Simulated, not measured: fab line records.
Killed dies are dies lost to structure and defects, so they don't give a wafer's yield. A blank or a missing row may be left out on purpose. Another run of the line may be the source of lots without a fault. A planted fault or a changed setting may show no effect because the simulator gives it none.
fab line records | flow berkeley-cmos170
[record] lots = 15 | wafers = 45 | last-day = 12
route steps=331 shown M1@250
lots that met no fault: from a run of the same line without faults
start-h: the number of hours between the record's first day and the start of the first shown wafer of the lot | wait-h: hours from the lot's prior step to this one | " as in the row above | L1.1+2: a row that stands for several wafers | - no value, or no start was given | * or withheld: withheld | < > ~ a bound
route shown NAME@n: names a module that has steps shown in the file, with the first one's number in the route | usual: average and standard deviation across the fault-free wafers | same: alike in all rows | chamber/n: place in a boat | sites: per-site readings | _std_site: the values' standard deviation | _edge_site: outer sites' mean less inner sites' | radius-mm: for every site, how far away it sits from the centre of the wafer | mask NAME#n: copy n | behind: tool/chamber where the wafer was last shaped | hold: what put the lot on hold/how long, in hours/how the hold closed | device: transistor that didn't switch, given as n, p or np | end of line: tests of these same wafers at the route's end | a step without rows: its recipe alone | killed: dies lost to structure and defects at the first sort, not the wafer's yield | map: a wafer's dies, marking killed ones x, the rest . and places with no die _
set.NAME: setting as actually run; set.NAME@STEP: the setting as run at that earlier step | model.NAME: the simulator's own value behind a step, which no gauge read
route steps across a sampled set of lots; one table per step, one row per wafer
services: the hour from which a tool's chamber was out of use, counted from the record's first day as start-h (under 0 if before that day), plus the number of hours and why
[[steps]]
[step UCB170_M1_METAL_ETCH_12]
[recipe] chemistry = Cl2/BCl3 | target = Al | stop-on = PSG | pressure-mtorr = 12 | target-depth-a = 7800 | over-etch-frac = 0.3 | time-s = 130 | icp-w = 600 | bias-w = 120 | Cl2_flow_sccm = 90 | bcl3-flow-sccm = 45
[usual] chamber-pressure-mTorr = 11.999/0.011 | drypump-motor-current-A = 6.0/0.44 | oes-product-au = 0.847/0.014 | run-length-s = 158.5/0.37 | throttle-valve-pct = 24.47/0.15
lot.wafer | tool         | chamber | start-h | wait-h | chamber-pressure-mTorr | drypump-motor-current-A | oes-product-au | rf-hours-counter-h | run-length-s | throttle-valve-pct
L890.1    | rie-metal-01 | 0       | 157.39  | -      | 11.977                 | 6.0                     | 0.842          | 4                  | 158.7        | 24.23
L890.4    | "            | 0       | "       | "      | 11.998                 | 6.1                     | 0.837          | -                  | 159.0        | 24.23
L890.5    | "            | 1       | "       | "      | 11.993                 | 6.2                     | 0.836          | -                  | 158.9        | 24.37
L891.2    | rie-metal-01 | 0       | 163.91  | -      | 12.007                 | 6.1                     | 0.843          | 4                  | 158.3        | 24.22
L891.4    | "            | 0       | "       | "      | 11.988                 | 6.1                     | 0.836          | -                  | 158.5        | 24.22
L891.5    | "            | 0       | "       | "      | 12.007                 | 6.1                     | 0.844          | -                  | 158.3        | 24.24
L893.3    | rie-metal-03 | 1       | 178.06  | -      | 11.983                 | 5.2                     | 0.877          | -                  | 158.3        | 24.57
L893.4    | "            | 0       | "       | "      | 11.978                 | 5.6                     | 0.835          | -                  | 158.4        | 24.36
L893.5    | "            | 0       | "       | "      | 12.004                 | 5.6                     | 0.834          | -                  | 158.8        | 24.36
L894.2    | rie-metal-01 | 1       | 187.80  | -      | 11.992                 | 6.2                     | 0.970          | 2                  | 97.3         | 24.33
L894.3    | "            | 1       | "       | "      | 11.996                 | 6.2                     | 0.980          | -                  | 97.2         | 24.32
L894.5    | "            | 1       | "       | "      | 11.998                 | 6.2                     | 0.977          | -                  | 97.0         | 24.33
L895.1    | rie-metal-01 | 0       | 188.67  | -      | 12.028                 | 6.1                     | 0.997          | 5                  | 96.8         | 24.15
L895.4    | "            | 0       | "       | "      | 11.972                 | 6.1                     | 0.992          | -                  | 96.5         | 24.16
L895.5    | "            | 1       | "       | "      | 11.975                 | 6.2                     | 0.983          | -                  | 97.1         | 24.32
L898.3    | rie-metal-01 | 1       | 207.74  | -      | 12.008                 | 6.2                     | 0.981          | -                  | 97.2         | 24.32
L898.4    | "            | 0       | "       | "      | 12.025                 | 6.1                     | 1.002          | -                  | 96.7         | 24.16
L898.5    | "            | 0       | "       | "      | 11.987                 | 6.1                     | 0.992          | -                  | 96.6         | 24.14
L901.3    | rie-metal-03 | 0       | 216.35  | -      | 12.020                 | 5.6                     | 0.830          | -                  | 158.6        | 24.37
L901.4    | "            | 1       | "       | "      | 12.010                 | 5.2                     | 0.873          | -                  | 158.3        | 24.58
L901.5    | "            | 1       | "       | "      | 11.991                 | 5.2                     | 0.857          | -                  | 158.4        | 24.56
L902.1    | rie-metal-02 | 1       | 222.04  | -      | 11.989                 | 6.0                     | 0.855          | 11                 | 158.0        | 24.61
L902.2    | "            | 0       | "       | "      | 12.010                 | 6.6                     | 0.845          | 6                  | 157.9        | 24.58
L902.3    | "            | 0       | "       | "      | 11.985                 | 6.6                     | 0.837          | -                  | 157.9        | 24.61
L904.1    | rie-metal-02 | 1       | 234.10  | -      | 12.009                 | 6.0                     | 0.854          | 11                 | 158.4        | 24.61
L904.2    | "            | 0       | "       | "      | 11.992                 | 6.6                     | 0.839          | 6                  | 158.0        | 24.59
L904.3    | "            | 1       | "       | "      | 12.007                 | 6.0                     | 0.850          | -                  | 158.1        | 24.62
L905.1    | rie-metal-03 | 0       | 234.34  | -      | 11.995                 | 5.7                     | 0.823          | 2                  | 159.1        | 24.37
L905.2    | "            | 1       | "       | "      | 11.998                 | 5.2                     | 0.868          | 7                  | 158.8        | 24.57
L905.4    | "            | 1       | "       | "      | 11.994                 | 5.2                     | 0.868          | -                  | 158.3        | 24.57
L906.1    | rie-metal-03 | 1       | 248.92  | -      | 11.997                 | 5.2                     | 0.879          | 7                  | 158.2        | 24.57
L906.4    | "            | 0       | "       | "      | 12.005                 | 5.6                     | 0.835          | -                  | 158.4        | 24.36
L906.5    | "            | 1       | "       | "      | 11.986                 | 5.2                     | 0.877          | -                  | 158.1        | 24.57
L907.4    | rie-metal-02 | 1       | 249.26  | -      | 11.996                 | 6.0                     | 0.853          | -                  | 158.2        | 24.60
L907.5    | "            | 1       | "       | "      | 12.010                 | 6.0                     | 0.849          | -                  | 158.2        | 24.62
L907.6    | "            | 0       | "       | "      | 11.998                 | 6.6                     | 0.839          | -                  | 158.6        | 24.60
L911.2    | rie-metal-02 | 0       | 258.20  | -      | 12.012                 | 6.6                     | 0.833          | 7                  | 158.4        | 24.61
L911.3    | "            | 1       | "       | "      | 12.003                 | 6.0                     | 0.851          | -                  | 158.4        | 24.61
L911.4    | "            | 0       | "       | "      | 11.985                 | 6.6                     | 0.843          | -                  | 157.9        | 24.61
L910.1    | rie-metal-01 | 0       | 261.15  | -      | 11.996                 | 6.1                     | 0.834          | 7                  | 158.5        | 24.25
L910.3    | "            | 1       | "       | "      | 11.984                 | 6.2                     | 0.853          | -                  | 159.2        | 24.40
L910.5    | "            | 1       | "       | "      | 11.986                 | 6.2                     | 0.837          | -                  | 159.2        | 24.38
L912.2    | rie-metal-02 | 0       | 263.84  | -      | 12.004                 | 6.6                     | 0.845          | 7                  | 157.9        | 24.62
L912.3    | "            | 1       | "       | "      | 11.992                 | 6.0                     | 0.860          | -                  | 158.2        | 24.60
L912.6    | "            | 0       | "       | "      | 12.008                 | 6.6                     | 0.842          | -                  | 158.3        | 24.60
[step UCB170_M1_CD_MEAS_90]
[recipe] target-cd-nm = 700
[usual] cd-nm = 700.0/2.2
lot.wafer | tool      | chamber | start-h | wait-h | hold                     | cd-nm
L890.1    | cd-sem-01 | -       | 157.63  | 0.1    | -                        | 698.9
L890.4    | "         | -       | "       | "      | -                        | 698.5
L890.5    | "         | -       | "       | "      | -                        | 701.9
L891.2    | cd-sem-01 | -       | 164.16  | 0.1    | -                        | 699.6
L891.4    | "         | -       | "       | "      | -                        | 700.3
L891.5    | "         | -       | "       | "      | -                        | 699.4
L893.3    | cd-sem-01 | -       | 178.29  | 0.1    | -                        | 700.4
L893.4    | "         | -       | "       | "      | -                        | 701.5
L893.5    | "         | -       | "       | "      | -                        | 702.1
L894.2    | cd-sem-01 | -       | 188.05  | 0.1    | await-dispo/0.2h/release | 719.7
L894.3    | "         | -       | "       | "      | await-dispo/0.2h/release | 718.8
L894.5    | "         | -       | "       | "      | await-dispo/0.2h/release | 719.1
L894.2    | cd-sem-01 | -       | 188.34  | 0.3    | -                        | 719.9
L894.3    | "         | -       | "       | "      | -                        | 718.6
L894.5    | "         | -       | "       | "      | -                        | 719.3
L895.1    | cd-sem-01 | -       | 188.90  | 0.1    | await-dispo/0.2h/release | 715.5
L895.4    | "         | -       | "       | "      | await-dispo/0.2h/release | 714.4
L895.5    | "         | -       | "       | "      | await-dispo/0.2h/release | 714.6
L895.1    | cd-sem-01 | -       | 189.19  | 0.3    | -                        | 715.7
L895.4    | "         | -       | "       | "      | -                        | 714.6
L895.5    | "         | -       | "       | "      | -                        | 714.6
L898.3    | cd-sem-01 | -       | 207.97  | 0.1    | await-dispo/0.2h/release | 717.4
L898.4    | "         | -       | "       | "      | await-dispo/0.2h/release | 718.2
L898.5    | "         | -       | "       | "      | await-dispo/0.2h/release | 719.0
L898.3    | cd-sem-01 | -       | 208.25  | 0.3    | -                        | 717.2
L898.4    | "         | -       | "       | "      | -                        | 718.5
L898.5    | "         | -       | "       | "      | -                        | 718.9
L901.3    | cd-sem-02 | -       | 216.58  | 0.1    | -                        | 702.0
L901.4    | "         | -       | "       | "      | -                        | 702.7
L901.5    | "         | -       | "       | "      | -                        | 700.9
L902.1    | cd-sem-01 | -       | 222.28  | 0.1    | -                        | 700.3
L902.2    | "         | -       | "       | "      | -                        | 698.3
L902.3    | "         | -       | "       | "      | -                        | 697.4
L904.1    | cd-sem-01 | -       | 234.38  | 0.1    | -                        | 696.1
L904.2    | "         | -       | "       | "      | -                        | 697.6
L904.3    | "         | -       | "       | "      | -                        | 698.9
L905.1    | cd-sem-01 | -       | 234.57  | 0.1    | -                        | 698.0
L905.2    | "         | -       | "       | "      | -                        | 698.6
L905.4    | "         | -       | "       | "      | -                        | 697.8
L906.1    | cd-sem-01 | -       | 249.15  | 0.1    | -                        | 704.9
L906.4    | "         | -       | "       | "      | -                        | 701.7
L906.5    | "         | -       | "       | "      | -                        | 702.2
L907.4    | cd-sem-02 | -       | 249.51  | 0.1    | -                        | 697.3
L907.5    | "         | -       | "       | "      | -                        | 696.8
L907.6    | "         | -       | "       | "      | -                        | 699.1
L911.2    | cd-sem-01 | -       | 258.46  | 0.1    | -                        | 698.1
L911.3    | "         | -       | "       | "      | -                        | 698.0
L911.4    | "         | -       | "       | "      | -                        | 696.6
L910.1    | cd-sem-02 | -       | 261.38  | 0.1    | -                        | 700.3
L910.3    | "         | -       | "       | "      | -                        | 703.1
L910.5    | "         | -       | "       | "      | -                        | 702.1
L912.2    | cd-sem-02 | -       | 264.09  | 0.1    | -                        | 699.3
L912.3    | "         | -       | "       | "      | -                        | 697.9
L912.6    | "         | -       | "       | "      | -                        | 700.3
[[services]]
tool         | chamber | start-h | hours | kind
rie-metal-02 | -       | 136.50  | 0.5   | repair
rie-metal-03 | 0       | 143.11  | -     | clean
rie-metal-03 | 0       | 143.11  | 24.1  | scheduled-down
rie-metal-03 | 0       | 143.11  | 24.1  | vent-cycle
rie-metal-03 | -       | 205.79  | 1.4   | pm
[[key]]
[first-sign] step = UCB170_M1_METAL_ETCH_12 | reading = run-length-s | direction = down | sigmas = 99+ | usual = * | struck = *
[effect] step = UCB170_M1_METAL_ETCH_12 | reading = oes-product-au | direction = up | sigmas = 10 | usual = 0.847 | struck = 0.986
[effect] step = UCB170_M1_CD_MEAS_90 | reading = visit | direction = added
[effect] step = UCB170_M1_CD_MEAS_90 | reading = cd-nm | direction = up | sigmas = 7.9 | usual = 700.0 | struck = 717.4
met-at UCB170_M1_METAL_ETCH_12
struck-lots L894,L895,L898
later-rows-left-out L894.2,L894.3,L894.5,L895.1,L895.4,L895.5,L898.3,L898.4,L898.5
sort-left-out L894.2,L894.3,L894.5,L895.1,L895.4,L895.5,L898.3,L898.4,L898.5
onset-between 163.91 187.80
[fault] kind = process-parameter-drift | tool = rie-metal-01 | chamber = - | onset-h = 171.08 | steps = UCB170_M1_METAL_ETCH_12 | channel = time-s | offset = * | shape = step | end-h = 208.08 | acts-in = * | stated = *
// sort-left-out: the simulated sort isn't trusted on such a fault, so these wafers' sort isn't shown, and their yield isn't known
// later-rows-left-out: the simulator's readings of these wafers behind a module that went badly wrong aren't trusted and aren't shown, but for the sort
